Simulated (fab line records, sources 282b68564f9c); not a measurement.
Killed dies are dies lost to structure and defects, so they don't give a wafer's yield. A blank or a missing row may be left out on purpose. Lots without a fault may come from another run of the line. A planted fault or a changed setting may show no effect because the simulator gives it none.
Split-lot experiment | flow rit_cmos | 5 lots, 23 wafers read, on a route of 202 steps

THE SPLIT
At RIT_SPACER_CVD_03 (deposits Si3N4 from SiH2Cl2/NH3, target thk 250 nm, time 3300 s), the setting sih2cl2_flow_sccm was moved away from the recipe's 60 sccm on 15 of the 23 wafers read, by -9.6% to +7.1%. The other wafers ran this setting at the recipe's value.

The reading is taken at the split's own step.

THE READING
Si3N4_of_SPACER_CVD_03.thk_nm (the simulator's own value, which no gauge read), in nm, at RIT_SPACER_CVD_03 (deposits Si3N4 from SiH2Cl2/NH3, target thk 250 nm, time 3300 s). The file gives no usual value for it. The 8 wafers here that ran the recipe average 253.5 nm, standard deviation 1.1 nm.

wafer  | tool, chamber at the split | sih2cl2_flow_sccm as run, sccm | against the recipe | Si3N4_of_SPACER_CVD_03.thk_nm, nm | against lot-mates on the recipe
L074.1 | -, -                       | 60                             | recipe             | 252.5                             | -
L074.3 | -, -                       | 60                             | recipe             | 252.4                             | -
L074.4 | -, -                       | 60                             | recipe             | 254.7                             | -
L074.5 | -, -                       | 60                             | recipe             | 255.3                             | -
L074.6 | -, -                       | 60                             | recipe             | 252.7                             | -
L076.2 | lpcvd-01, 1                | 60                             | recipe             | 254                               | -
L076.5 | lpcvd-01, 1                | 60                             | recipe             | 254.1                             | -
L076.6 | lpcvd-01, 1                | 60                             | recipe             | 252.4                             | -
L078.1 | -, -                       | 64.26                          | +7.1%              | 254                               | no lot-mate on the recipe
L078.3 | -, -                       | 64.26                          | +7.1%              | 256.8                             | no lot-mate on the recipe
L078.4 | -, -                       | 64.26                          | +7.1%              | 255.9                             | no lot-mate on the recipe
L078.5 | -, -                       | 64.26                          | +7.1%              | 254.9                             | no lot-mate on the recipe
L078.6 | -, -                       | 64.26                          | +7.1%              | 256.3                             | no lot-mate on the recipe
L079.1 | -, -                       | 54.23                          | -9.6%              | 241                               | no lot-mate on the recipe
L079.2 | -, -                       | 54.23                          | -9.6%              | 242.2                             | no lot-mate on the recipe
L079.3 | -, -                       | 54.23                          | -9.6%              | 240.1                             | no lot-mate on the recipe
L079.5 | -, -                       | 54.23                          | -9.6%              | 240                               | no lot-mate on the recipe
L079.6 | -, -                       | 54.23                          | -9.6%              | 242.3                             | no lot-mate on the recipe
L083.1 | -, -                       | 56.9                           | -5.2%              | 250.4                             | no lot-mate on the recipe
L083.2 | -, -                       | 56.9                           | -5.2%              | 250.8                             | no lot-mate on the recipe
L083.3 | -, -                       | 56.9                           | -5.2%              | 249.1                             | no lot-mate on the recipe
L083.5 | -, -                       | 56.9                           | -5.2%              | 251.4                             | no lot-mate on the recipe
L083.6 | -, -                       | 56.9                           | -5.2%              | 251.1                             | no lot-mate on the recipe

THE FIT
A straight line over all 23 wafers: Si3N4_of_SPACER_CVD_03.thk_nm changes by +0.81 nm for each +1% of sih2cl2_flow_sccm; r = +0.88; the points scatter about the line by 2.7 nm.
Too few moved wafers have a lot-mate on the recipe to fit a line with each lot's own level taken away.

THE FILE'S OWN FIT
Si3N4_of_SPACER_CVD_03.thk_nm changes by +0.809 nm for each +1% of sih2cl2_flow_sccm, r = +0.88.
